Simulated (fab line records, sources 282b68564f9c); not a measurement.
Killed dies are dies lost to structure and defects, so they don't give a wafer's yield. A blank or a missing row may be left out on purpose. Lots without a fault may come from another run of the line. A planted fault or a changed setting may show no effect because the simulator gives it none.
Which tool did it? | flow rit_cmos | 15 lots, 45 wafers sampled, at 6 steps of a route of 202

WHAT THE GAUGES READ, wafer by wafer
RIT_GATE_THK_MEAS_07.
lot  | measured    | on            | GATE_OXIDE_THK (nm)
L480 | day 2 11:06 | film_metro-02 | 2.99 3.04 2.96
L483 | day 3 00:38 | film_metro-01 | 3.02 3.03 3.11
L484 | day 3 07:26 | film_metro-03 | 3.06 3.02 3.04
L485 | day 3 11:16 | film_metro-03 | 3.10 3.06 3.08
L487 | day 3 22:32 | film_metro-02 | 2.97 3.10 3.07
L488 | day 4 04:26 | film_metro-03 | 3.06 3.06 3.03
L491 | day 4 19:02 | film_metro-03 | 3.05 3.03 2.94
L492 | day 5 01:38 | film_metro-02 | 3.05 3.08 3.08
L494 | day 5 09:38 | film_metro-01 | 3.02 2.98 2.97
L495 | day 5 16:51 | film_metro-01 | 3.00 2.95 3.00
L496 | day 5 19:17 | film_metro-01 | 2.93 2.98 2.92
L498 | day 6 07:58 | film_metro-01 | 2.96 2.95 2.94
L499 | day 6 13:05 | film_metro-02 | 3.05 2.98 3.05
L501 | day 6 23:38 | film_metro-03 | 3.00 3.09 3.03
L503 | day 7 11:11 | film_metro-01 | 2.93 3.06 3.04

RIT_GATE_CD_MEAS_90: target cd 150 nm.
lot  | measured    | on        | cd_nm (nm)
L480 | day 2 14:25 | cd_sem-02 | 152.7 152.1 148.7
L483 | day 3 03:51 | cd_sem-01 | 145.3 148.6 144.6
L484 | day 3 11:32 | cd_sem-01 | 153.4 153.9 151.6
L485 | day 3 15:58 | cd_sem-01 | 148.6 151.2 148.1
L487 | day 4 01:50 | cd_sem-01 | 149.2 145.6 144.6
L488 | day 4 07:44 | cd_sem-02 | 150.1 149.7 148.5
L491 | day 4 22:20 | cd_sem-01 | 150.0 150.9 150.0
L492 | day 5 04:56 | cd_sem-01 | 151.6 152.0 152.9
L494 | day 5 13:48 | cd_sem-01 | 147.6 148.3 145.6
L495 | day 5 20:10 | cd_sem-01 | 148.9 146.4 147.0
L496 | day 5 22:35 | cd_sem-02 | 151.6 153.1 152.9
L498 | day 6 11:19 | cd_sem-01 | 149.6 149.1 150.0
L499 | day 6 16:19 | cd_sem-02 | 153.5 151.9 154.0
L501 | day 7 04:11 | cd_sem-02 | 147.4 147.0 145.5
L503 | day 7 14:34 | cd_sem-01 | 152.2 150.0 150.0

RIT_NSD_TW_MEAS_10.
lot  | measured    | on            | NSD_TW
L480 | day 3 01:31 | film_metro-01 | 3115 3125 3132
L483 | day 3 14:22 | film_metro-04 | 3180 3197 3184
L484 | day 3 22:27 | film_metro-04 | 3184 3165 3196
L485 | day 4 02:41 | film_metro-01 | 3153 3156 3140
L487 | day 4 13:03 | film_metro-04 | 3176 3171 3181
L488 | day 4 18:05 | film_metro-01 | 3556 3565 3560
L491 | day 5 08:44 | film_metro-04 | 3594 3607 3605
L492 | day 5 16:28 | film_metro-04 | 3595 3595 3611
L494 | day 6 00:54 | film_metro-01 | 3167 3128 3154
L495 | day 6 06:49 | film_metro-04 | 3196 3187 3193
L496 | day 6 09:12 | film_metro-02 | 3111 3125 3113
L498 | day 6 23:09 | film_metro-04 | 3183 3187 3199
L499 | day 7 02:10 | film_metro-01 | 3141 3159 3160
L501 | day 7 14:25 | film_metro-02 | 3087 3070 3086
L503 | day 8 01:40 | film_metro-02 | 3092 3108 3088

RIT_SDANNEAL_RS_MEAS_05: measures by four-point-probe.
lot  | measured    | on            | NSD_RS (ohm/sq)
L480 | day 3 03:42 | film_metro-02 | 85.47 85.70 85.43
L483 | day 3 16:26 | film_metro-04 | 85.48 85.43 85.52
L484 | day 4 00:36 | film_metro-01 | 85.63 85.63 85.71
L485 | day 4 04:42 | film_metro-04 | 85.03 85.06 85.08
L487 | day 4 15:05 | film_metro-01 | 85.69 85.68 85.68
L488 | day 4 20:09 | film_metro-04 | 52.53 52.80 52.71
L491 | day 5 11:26 | film_metro-01 | 52.48 52.49 52.63
L492 | day 5 18:29 | film_metro-01 | 52.85 52.85 52.87
L494 | day 6 03:25 | film_metro-04 | 85.78 85.96 85.90
L495 | day 6 09:08 | film_metro-04 | 85.63 85.69 85.91
L496 | day 6 11:23 | film_metro-04 | 85.68 85.64 85.85
L498 | day 7 01:15 | film_metro-02 | 85.62 85.62 85.46
L499 | day 7 04:20 | film_metro-02 | 85.68 85.20 85.28
L501 | day 7 16:35 | film_metro-04 | 85.32 85.50 85.10
L503 | day 8 03:44 | film_metro-02 | 85.01 85.59 85.13

WHICH TOOL RAN EACH LOT (tool, then ch and the chambers of the sampled wafers, then the start)
lot  | RIT_NWELL_STRIP_09                  | RIT_NSD_IMPLANT_08
L480 | plasma_asher-04 ch 0,1, day 1 21:39 | implanter-02 ch 0, day 3 01:11
L483 | plasma_asher-01 ch 0,1, day 2 12:02 | implanter-03 ch 0, day 3 14:03
L484 | plasma_asher-04 ch 0,1, day 2 18:33 | implanter-03 ch 0, day 3 22:07
L485 | plasma_asher-03 ch 0,1, day 2 23:14 | implanter-04 ch 0, day 4 02:21
L487 | plasma_asher-03 ch 0,1, day 3 09:12 | implanter-04 ch 0, day 4 12:44
L488 | plasma_asher-04 ch 0,1, day 3 12:44 | implanter-04 ch 0, day 4 17:27
L491 | plasma_asher-03 ch 0,1, day 4 06:38 | implanter-03 ch 0, day 5 08:05
L492 | plasma_asher-01 ch 0,1, day 4 10:05 | implanter-04 ch 0, day 5 15:49
L494 | plasma_asher-04 ch 1, day 4 20:02   | implanter-02 ch 0, day 6 00:35
L495 | plasma_asher-03 ch 0,1, day 5 00:50 | implanter-02 ch 0, day 6 06:32
L496 | plasma_asher-04 ch 0,1, day 5 06:37 | implanter-03 ch 0, day 6 08:52
L498 | plasma_asher-03 ch 0,1, day 5 17:47 | implanter-02 ch 0, day 6 22:50
L499 | plasma_asher-03 ch 0,1, day 5 22:01 | implanter-04 ch 0, day 7 01:51
L501 | plasma_asher-03 ch 0,1, day 6 07:58 | implanter-04 ch 0, day 7 14:07
L503 | plasma_asher-04 ch 0,1, day 6 19:02 | implanter-03 ch 0, day 8 01:20
- RIT_NWELL_STRIP_09: strips in O2, time 180 s.
- RIT_NSD_IMPLANT_08

WHAT THE TOOLS THEMSELVES READ (means of the sampled wafers that have a number; where no wafer has one, the mark that the record gives instead)
RIT_NWELL_STRIP_09.
lot  | tool            | drypump_motor_current_A (A)
L480 | plasma_asher-04 | 5.0
L483 | plasma_asher-01 | 5.2
L484 | plasma_asher-04 | 5.0
L485 | plasma_asher-03 | 6.1
L487 | plasma_asher-03 | 6.1
L488 | plasma_asher-04 | 5.0
L491 | plasma_asher-03 | 6.0
L492 | plasma_asher-01 | 5.2
L494 | plasma_asher-04 | 5.4
L495 | plasma_asher-03 | 6.0
L496 | plasma_asher-04 | 5.0
L498 | plasma_asher-03 | 6.1
L499 | plasma_asher-03 | 6.0
L501 | plasma_asher-03 | 6.0
L503 | plasma_asher-04 | 5.2

THE ANSWER, worked out from the rows above alone
Rule: what is usual is taken from the lots themselves. Put in order of their means at a reading, lots are off if they are a third of the lots or fewer, leave a main group of 4 or more, and stand apart from it by a gap of 3 or more times the standard deviation of the main group's means; of several such gaps the widest counts. A main group whose means are all the same, to the digits that the tables above print for the reading, isn't used. A lot without any number at a reading at which 4 lots or more have one is off too. The other lots that the step has rows for count as sound. The gauges are gone through in route order, then the tools' own readings, and for those a lot's mean is taken as printed above. The first step at which some lot is off is used, and at that step the reading that is off furthest; a lot without a number counts as furthest.
Off: L488, L491, L492, at RIT_NSD_TW_MEAS_10 (NSD_TW). The main group: mean 3150, standard deviation 36.
A tool fits if, at a process step before that reading, it ran every lot that is off, and no sound lot after the first of them. The gauges at RIT_NSD_TW_MEAS_10 are tried like those tools. None of those tried fits.

WHAT THE SIMULATOR HAD PUT IN
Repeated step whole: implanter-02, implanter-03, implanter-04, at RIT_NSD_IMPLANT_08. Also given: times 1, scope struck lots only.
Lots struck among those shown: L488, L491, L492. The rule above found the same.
